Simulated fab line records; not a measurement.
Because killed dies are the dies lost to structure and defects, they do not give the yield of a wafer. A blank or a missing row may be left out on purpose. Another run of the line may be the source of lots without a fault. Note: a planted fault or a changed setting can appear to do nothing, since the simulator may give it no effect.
fab line records	flow berkeleyCmos170
record: lots: 6	wafers: 18	lastDay: 13
route steps=331 shown M1@238 M3@331
lots that met no fault: from a run of the same line without faults
startH: hours from the record's first day to the start of the lot's first wafer shown	waitH: hours since the lot's step before	" the same as in the row above	L1.1+2: several wafers, shown together as one row	- value missing, or start not given	* or withheld: withheld	< > ~ a bound
route shown NAME@n: a module of which the file shows steps, and the number in the route of the first	usual: mean/standard deviation taken from wafers without a fault	same: alike in all rows	chamber/n: place in a boat	sites: the reading at each site	_std_site: the standard deviation of these	_edge_site: inner sites' mean taken away from outer sites' mean	radiusMm: how far each site lies from the wafer's centre	mask NAME#n: copy n	behind: tool/chamber where the wafer was last shaped	hold: why the lot was held/for how many hours/how that ended	device: whichever transistor did not switch (one of n, p or np)	end of line: tests of these same wafers at the route's end	a step given without rows: its recipe and nothing more	killed: at the first sort, the dies lost to defects and structure; wafer yield is something else	map: a wafer's dies, x killed, . not, _ none there
set.NAME: setting as actually run; set.NAME@STEP: the setting as run at that earlier step	model.NAME: the simulator's own value behind a step, which no gauge read
certain route steps with their lots: each step a table, each wafer a row
services: from which hour (startH, from the record's first day; less than 0 if before it) a tool's chamber was out of use, for how many hours, and why
== steps ==
step: UCB170_M1_SPUTTER_00
recipe: material: Al	targetThkNm: 600	timeS: 80	powerW: 6000	chamberPressurePa: 0.5
usual: throttleValvePct: 30.1/1.3
lot.wafer	tool	chamber	startH	waitH	throttleValvePct
L179.1	pvdSputter-01	-	220.03	0.0	31.0
L179.2	"	-	"	"	27.9
L179.5	"	-	"	"	29.9
L180.2	pvdSputter-01	-	221.39	0.0	27.4
L180.3	"	-	"	"	30.9
L180.6	"	-	"	"	30.1
L183.1	pvdSputter-02	-	231.53	0.0	31.2
L183.3	"	-	"	"	29.5
L183.4	"	-	"	"	29.8
L189.3	pvdSputter-03	-	276.82	0.0	28.0
L189.4	"	-	"	"	31.0
L189.6	"	-	"	"	31.8
L194.2	pvdSputter-02	-	283.50	0.0	29.6
L194.3	"	-	"	"	31.4
L194.5	"	-	"	"	29.6
L195.2	pvdSputter-02	-	283.96	0.0	31.3
L195.3	"	-	"	"	29.7
L195.6	"	-	"	"	29.7
step: UCB170_M1_RS_MEAS_01
recipe: thkMeasGauge: four-point-probe	reads: Al_of_M1_SPUTTER_00
usual: M1_AL_RS: 0.0483/0.00057
lot.wafer	tool	chamber	startH	waitH	M1_AL_RS[ohm/sq]
L179.1	filmMetro-03	-	220.09	0.0	0.0484
L179.2	"	-	"	"	0.0488
L179.5	"	-	"	"	0.0485
L180.2	filmMetro-03	-	221.47	0.1	0.0491
L180.3	"	-	"	"	0.0487
L180.6	"	-	"	"	0.0484
L183.1	filmMetro-02	-	231.59	0.0	0.0475
L183.3	"	-	"	"	0.0473
L183.4	"	-	"	"	0.0474
L189.3	filmMetro-03	-	276.92	0.1	0.0494
L189.4	"	-	"	"	0.0493
L189.6	"	-	"	"	0.0498
L194.2	filmMetro-02	-	283.58	0.1	0.0471
L194.3	"	-	"	"	0.0480
L194.5	"	-	"	"	0.0476
L195.2	filmMetro-02	-	284.04	0.1	0.0483
L195.3	"	-	"	"	0.0474
L195.6	"	-	"	"	0.0474
step: UCB170_M1_THK_MEAS_02
recipe: thkMeasGauge: xrf	reads: Al_of_M1_SPUTTER_00
usual: M1_AL_THK: 594/7.4
lot.wafer	tool	chamber	startH	waitH	M1_AL_THK[nm]
L179.1	filmMetro-03	-	220.21	0.1	600
L179.2	"	-	"	"	591
L179.5	"	-	"	"	600
L180.2	filmMetro-03	-	221.58	0.1	592
L180.3	"	-	"	"	596
L180.6	"	-	"	"	600
L183.1	filmMetro-02	-	231.71	0.1	599
L183.3	"	-	"	"	604
L183.4	"	-	"	"	604
L189.3	filmMetro-03	-	277.02	0.1	587
L189.4	"	-	"	"	592
L189.6	"	-	"	"	585
L194.2	filmMetro-02	-	283.69	0.1	607
L194.3	"	-	"	"	593
L194.5	"	-	"	"	599
L195.2	filmMetro-02	-	284.15	0.1	593
L195.3	"	-	"	"	601
L195.6	"	-	"	"	605
step: UCB170_M1_COAT_03
recipe: resist: BARC	tempC: withheld	timeS: withheld	spinRpm: 3000	resistThkNm: withheld
step: UCB170_M1_COAT_04
recipe: resist: KrF	spinRpm: 1500	resistThkNm: 900
step: UCB170_M1_SOFTBAKE_05
recipe: resist: KrF	tempC: 130	timeS: 60
step: UCB170_M1_EXPOSE_06
recipe: maskId: METAL1	targetCdNm: 700	na: 0.5	sigmaOuter: 0.6	sourceShape: conventional	doseMj: 21
step: UCB170_M1_PEB_07
recipe: pebTempC: 130	pebTimeS: withheld	resist: KrF
step: UCB170_M1_DEVELOP_08
recipe: developer: TMAH	developTimeS: 45	resist: KrF	devTempC: 21
step: UCB170_M1_CD_MEAS_09
recipe: targetCdNm: 700
usual: cdNm: 700.2/1.2
lot.wafer	tool	chamber	startH	waitH	cdNm
L179.1	cdSem-01	-	222.05	-	700.2
L179.2	"	-	"	"	699.3
L179.5	"	-	"	"	701.1
L180.2	cdSem-01	-	223.04	-	700.1
L180.3	"	-	"	"	699.4
L180.6	"	-	"	"	700.3
L183.1	cdSem-01	-	232.94	-	699.7
L183.3	"	-	"	"	699.8
L183.4	"	-	"	"	701.0
L189.3	cdSem-02	-	278.13	-	699.5
L189.4	"	-	"	"	700.1
L189.6	"	-	"	"	700.2
L194.2	cdSem-01	-	286.18	-	698.9
L194.3	"	-	"	"	699.9
L194.5	"	-	"	"	699.6
L195.2	cdSem-01	-	286.91	-	698.0
L195.3	"	-	"	"	697.2
L195.6	"	-	"	"	697.9
step: UCB170_M1_OVL_MEAS_10
usual: M1_OVL: 1/5.2
lot.wafer	tool	chamber	startH	waitH	M1_OVL[nm]
L179.1	overlay-02	-	222.17	0.1	-2
L179.2	"	-	"	"	1
L179.5	"	-	"	"	-4
L180.2	overlay-01	-	223.14	0.1	3
L180.3	"	-	"	"	1
L180.6	"	-	"	"	3
L183.1	overlay-01	-	233.06	0.1	5
L183.3	"	-	"	"	4
L183.4	"	-	"	"	-3
L189.3	overlay-01	-	278.22	0.1	3
L189.4	"	-	"	"	7
L189.6	"	-	"	"	1
L194.2	overlay-01	-	286.31	0.1	-8
L194.3	"	-	"	"	-6
L194.5	"	-	"	"	0
L195.2	overlay-01	-	287.01	0.1	-10
L195.3	"	-	"	"	-8
L195.6	"	-	"	"	-3
step: UCB170_M1_ETCH_11
recipe: chemistry: N2/H2	targetDepthA: withheld	overetchA: withheld	target: BARC	timeS: withheld	sourceW: 500	biasW: 100	pressureMtorr: 30	n2FlowSccm: 100	h2FlowSccm: 200
usual: chamberPressureMTorr: 30.002/0.027	drypumpMotorCurrentA: 6.0/0.55	oesProductAu: 1.007/0.022	throttleValvePct: 13.26/0.17
lot.wafer	tool	chamber	startH	waitH	chamberPressureMTorr	drypumpMotorCurrentA	oesProductAu	throttleValvePct
L179.1	rieDiel-03	1	222.21	0.0	29.987	5.3	0.984	13.49
L179.2	"	0	"	"	30.011	6.3	0.989	13.03
L179.5	"	2	"	"	30.012	5.0	0.994	13.04
L180.2	rieDiel-03	1	223.17	0.0	29.973	5.2	0.991	13.49
L180.3	"	0	"	"	29.993	6.3	0.988	13.01
L180.6	"	2	"	"	30.011	5.0	0.991	13.04
L183.1	rieDiel-02	1	233.10	0.0	30.039	6.6	0.982	13.34
L183.3	"	2	"	"	29.996	6.2	1.002	13.43
L183.4	"	2	"	"	29.986	6.2	1.000	13.41
L189.3	rieDiel-04	1	278.25	0.0	29.994	5.6	1.027	13.21
L189.4	"	3	"	"	29.979	5.3	1.041	13.05
L189.6	"	2	"	"	30.012	6.6	1.001	13.50
L194.2	rieDiel-03	2	286.34	0.0	30.046	5.0	1.003	13.05
L194.3	"	3	"	"	29.994	6.4	1.017	13.22
L194.5	"	3	"	"	29.993	6.4	1.031	13.20
L195.2	rieDiel-03	1	287.04	0.0	30.008	5.3	1.003	13.49
L195.3	"	3	"	"	30.005	6.4	1.020	13.21
L195.6	"	0	"	"	29.986	6.2	0.995	13.02
step: UCB170_M1_METAL_ETCH_12
recipe: chemistry: Cl2/BCl3	target: Al	stopOn: PSG	pressureMtorr: 12	targetDepthA: 7800	overEtchFrac: 0.3	timeS: 130	icpW: 600	biasW: 120	Cl2_flow_sccm: 90	bcl3FlowSccm: 45
usual: chamberPressureMTorr: 11.999/0.01	drypumpMotorCurrentA: 5.6/0.32	oesProductAu: 0.850/0.012	overEtchFrac: 0.3/0	throttleValvePct: 24.21/0.23
lot.wafer	tool	chamber	startH	waitH	chamberPressureMTorr	drypumpMotorCurrentA	oesProductAu	overEtchFrac	rfHoursCounterH	throttleValvePct	model.KrF_of_M1_COAT_04.thkNm	model.PSG_of_CONTACT_CVD_01.thkNm	model.M1.featureDepthNm
L179.1	rieMetal-01	1	222.25	-	12.008	5.8	0.857	0.3	6	23.90	443.6	665.9	639.2
L179.2	"	0	"	"	12.004	5.2	0.852	0.3	10	24.29	431.8	664.6	632.9
L179.5	"	1	"	"	11.994	5.8	0.858	0.3	-	23.89	442.7	663.2	637.7
L180.2	rieMetal-01	0	223.22	-	11.994	5.1	0.726	0.75	10	24.34	279.6	645.4	648
L180.3	"	0	"	"	12.003	5.2	0.729	0.75	-	24.33	282.6	637.6	652.5
L180.6	"	1	"	"	12.026	5.7	0.729	0.75	-	23.94	284	647.3	654.8
L183.1	rieMetal-01	1	233.14	-	11.995	5.7	0.738	0.75	7	23.94	279.2	649.8	664
L183.3	"	1	"	"	12.003	5.7	0.739	0.75	-	23.93	277.1	652.9	666.4
L183.4	"	0	"	"	12.006	5.2	0.743	0.75	-	24.33	268.4	653.5	668
L189.3	rieMetal-02	1	278.38	-	11.995	5.4	0.831	0.3	-	24.63	438.2	654	627.3
L189.4	"	1	"	"	11.994	5.4	0.841	0.3	-	24.63	436.8	648.7	627.7
L189.6	"	1	"	"	12.000	5.4	0.827	0.3	-	24.63	440.2	651.4	623.8
L194.2	rieMetal-04	0	286.38	-	12.013	5.5	0.842	0.3	1	24.20	413.7	671.3	655.6
L194.3	"	0	"	"	12.002	5.5	0.840	0.3	-	24.19	416.5	667.7	645
L194.5	"	1	"	"	11.987	6.1	0.852	0.3	-	24.27	436.9	664.5	648.2
L195.2	rieMetal-02	1	287.09	-	11.992	5.4	0.840	0.3	7	24.63	436.2	654.9	639.4
L195.3	"	0	"	"	12.011	5.4	0.874	0.3	-	24.02	446.5	653.1	649.6
L195.6	"	1	"	"	11.987	5.4	0.848	0.3	-	24.61	440.3	653	651.3
step: UCB170_M1_STRIP_13
recipe: chemistry: O2	powerW: 400	pressureMtorr: 3500	platenTempC: withheld	o2FlowSccm: 400	overashFraction: 0.5
usual: chamberPressureMTorr: 3500/3.1	drypumpMotorCurrentA: 5.6/0.34	oesProductAu: 0.720/0.0041
lot.wafer	tool	chamber	startH	waitH	chamberPressureMTorr	drypumpMotorCurrentA	oesProductAu	rfHoursCounterH
L179.1	plasmaAsher-03	0	222.38	0.1	3502	5.9	0.721	50
L179.2	"	1	"	"	3494	5.4	0.719	50
L179.5	"	1	"	"	3505	5.4	0.710	-
L180.2	plasmaAsher-04	1	223.35	0.1	3502	5.4	0.613	45
L180.3	"	0	"	"	3496	5.1	0.612	-
L180.6	"	1	"	"	3504	5.4	0.615	-
L183.1	plasmaAsher-03	1	233.28	0.1	3501	5.4	0.615	51
L183.3	"	1	"	"	3505	5.4	0.607	-
L183.4	"	0	"	"	3502	5.9	0.598	-
L189.3	plasmaAsher-01	1	278.59	0.2	3504	6.1	0.717	-
L189.4	"	0	"	"	3501	5.8	0.719	-
L189.6	"	1	"	"	3499	6.1	0.726	-
L194.2	plasmaAsher-03	1	286.52	0.1	3496	5.4	0.723	57
L194.3	"	0	"	"	3499	6.0	0.721	-
L194.5	"	0	"	"	3499	6.0	0.720	-
L195.2	plasmaAsher-01	0	287.22	0.1	3502	5.8	0.720	54
L195.3	"	0	"	"	3500	5.8	0.721	-
L195.6	"	1	"	"	3497	6.1	0.712	-
step: UCB170_M1_CD_MEAS_90
recipe: targetCdNm: 700
usual: cdNm: 700.3/2.6
lot.wafer	tool	chamber	startH	waitH	cdNm
L179.1	cdSem-02	-	222.48	0.1	704.6
L179.2	"	-	"	"	698.0
L179.5	"	-	"	"	705.2
L180.2	cdSem-02	-	223.47	0.1	690.2
L180.3	"	-	"	"	686.9
L180.6	"	-	"	"	694.3
L183.1	cdSem-02	-	233.38	0.1	694.7
L183.3	"	-	"	"	694.3
L183.4	"	-	"	"	691.2
L189.3	cdSem-01	-	278.70	0.1	700.0
L189.4	"	-	"	"	700.9
L189.6	"	-	"	"	700.7
L194.2	cdSem-01	-	286.64	0.1	697.5
L194.3	"	-	"	"	697.7
L194.5	"	-	"	"	699.2
L195.2	cdSem-02	-	287.37	0.1	698.0
L195.3	"	-	"	"	695.6
L195.6	"	-	"	"	695.4
step: UCB170_M1_ANNEAL_14
recipe: tempC: 400	timeS: 1200	ambient: formingGas
step: UCB170_M3_PROBE_99
lot.wafer	tool	chamber	startH	waitH	model.etest.m1.widthNm	model.etest.antennaM1.vtShiftV
L179.1	prober-01	-	235.04	0.1	704	-0.007216
L179.2	prober-01	-	235.09	0.1	702.9	-0.004919
L179.5	prober-01	-	235.24	0.2	704.1	-0.008184
L180.2	prober-02	-	239.90	0.1	700.1	-0.02314
L180.3	prober-02	-	239.95	0.2	692.1	-0.02284
L180.6	prober-02	-	240.10	0.2	698.5	-0.02107
L183.1	prober-02	-	248.40	0.1	687.8	-0.01849
L183.3	prober-02	-	248.50	0.2	688.4	-0.02093
L183.4	prober-02	-	248.55	0.2	696.7	-0.01985
L189.3	prober-01	-	298.95	0.2	696.6	-0.00808
L189.4	prober-01	-	299.00	0.2	695	-0.01312
L189.6	prober-01	-	299.10	0.2	696.9	-0.006497
L194.2	prober-02	-	302.83	0.1	700.5	-0.0102
L194.3	prober-02	-	302.88	0.2	698.7	-0.0128
L194.5	prober-02	-	302.98	0.2	700.4	-0.007867
L195.2	prober-02	-	307.01	0.1	692.5	-0.01367
L195.3	prober-02	-	307.06	0.2	697	-0.012
L195.6	prober-02	-	307.21	0.2	694.9	-0.01388
killed by level:class
L179.1 GATE:geometricParticle:open=1 SILICIDE:geometricParticle:short=1 V1:geometricParticle:open=1
L179.2 GATE:geometricParticle:open=2 GATE:geometricParticle:short=1 SILICIDE:geometricParticle:short=1
L179.5 M2:geometricParticle:short=1
L180.2 FIELD:geometricParticle:open=1 SACOX:geometricParticle:short=1 GATE:geometricParticle:open=1 M1:geometricParticle:short=1 V2:geometricParticle:short=1 V2:geometricParticle:open=1
L180.3 GATE:geometricParticle:open=2 M1:geometricParticle:short=2 SILICIDE:geometricParticle:open=1 V1:geometricParticle:short=1 M2:geometricParticle:short=1
L180.6 GATE:geometricParticle:short=2 GATE:geometricParticle:open=1 SPACER:geometricParticle:short=1
L189.3 NWELL:geometricParticle:short=1 GATE:geometricParticle:short=1 GATE:geometricParticle:open=1 CONTACT:geometricParticle:short=1 M2:geometricParticle:short=1 M3:geometricParticle:short=1
L189.4 ACTIVE:geometricParticle:short=1 GATE:geometricParticle:open=1 M1:geometricParticle:short=1
L189.6 SPACER:geometricParticle:open=2 GATE:geometricParticle:open=1 M1:geometricParticle:open=1 V1:geometricParticle:open=1
L194.2 GATE:geometricParticle:short=1 M1:geometricParticle:open=1 V2:geometricParticle:open=1 M3:geometricParticle:short=1
L194.3 SACOX:geometricParticle:open=1 SILICIDE:geometricParticle:open=1 M2:geometricParticle:open=1
L194.5 ACTIVE:areaEtch=4 M1:geometricParticle:open=1 M3:geometricParticle:short=1
L195.2 SACOX:geometricParticle:short=1 GATE:geometricParticle:short=1
L195.3 GATE:geometricParticle:short=1 SILICIDE:geometricParticle:short=1 M1:geometricParticle:short=1 V2:geometricParticle:short=1
L195.6 START:geometricParticle:open=1 M3:geometricParticle:short=1
== services ==
tool	chamber	startH	hours	kind
rieDiel-04	0	199.30	53.6	repair
rieDiel-03	2	202.08	-	clean
rieDiel-03	2	202.08	14.5	scheduledDown
rieDiel-03	2	202.08	14.5	ventCycle
pvdSputter-01	3	204.91	-	consumableReplace:kit
pvdSputter-01	3	204.91	18.0	scheduledDown
pvdSputter-01	3	204.91	18.0	ventCycle
rieDiel-03	3	219.37	5.3	repair
rieDiel-02	3	221.57	-	clean
rieDiel-02	3	221.57	17.4	scheduledDown
rieDiel-02	3	221.57	17.4	ventCycle
plasmaAsher-04	-	231.39	4.7	repair
rieDiel-02	2	244.02	8.7	repair
rieDiel-02	1	244.05	3.3	repair
plasmaAsher-04	-	254.25	15.7	repair
rieDiel-02	2	255.81	-	clean
rieDiel-02	2	255.81	26.2	scheduledDown
rieDiel-02	2	255.81	26.2	ventCycle
rieDiel-03	2	258.21	23.7	repair
rieMetal-02	0	270.01	10.5	repair
rieDiel-04	0	271.48	-	clean
rieDiel-04	0	271.48	23.6	scheduledDown
rieDiel-04	0	271.48	23.6	ventCycle
== key ==
firstSign: step: UCB170_M1_METAL_ETCH_12	reading: overEtchFrac	direction: up	sigmas: 99+	usual: 0.3	struck: 0.75
effect: step: UCB170_M1_METAL_ETCH_12	reading: oesProductAu	direction: down	sigmas: 9.7	usual: 0.850	struck: 0.734
effect: step: UCB170_M1_STRIP_13	reading: oesProductAu	direction: down	sigmas: 27	usual: 0.720	struck: 0.610
effect: step: UCB170_M1_CD_MEAS_90	reading: cdNm	direction: down	sigmas: 3.3	usual: 700.3	struck: 691.9
modelEffect: step: UCB170_M1_METAL_ETCH_12	value: KrF_of_M1_COAT_04.thkNm	without: 434.6	struck: 278.5
modelEffect: step: UCB170_M3_PROBE_99	value: etest.m1.widthNm	without: 704.8	struck: 693.9
metAt UCB170_M1_METAL_ETCH_12
struckWafers L180.2,L180.3,L180.6,L183.1,L183.3,L183.4
sortLeftOut L183.1,L183.3,L183.4
onsetBetween 222.25 223.22
fault: kind: processParameterDrift	tool: rieMetal-01	chamber: -	onsetH: 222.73	steps: UCB170_M1_METAL_ETCH_12	channel: overEtchFrac	offset: 0.45	shape: step	endH: 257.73	actsIn: theseRecipesOnly	stated: 0.3
sortLeftOut: the simulated sort isn't trusted on such a fault, so these wafers' sort isn't shown, and their yield isn't known
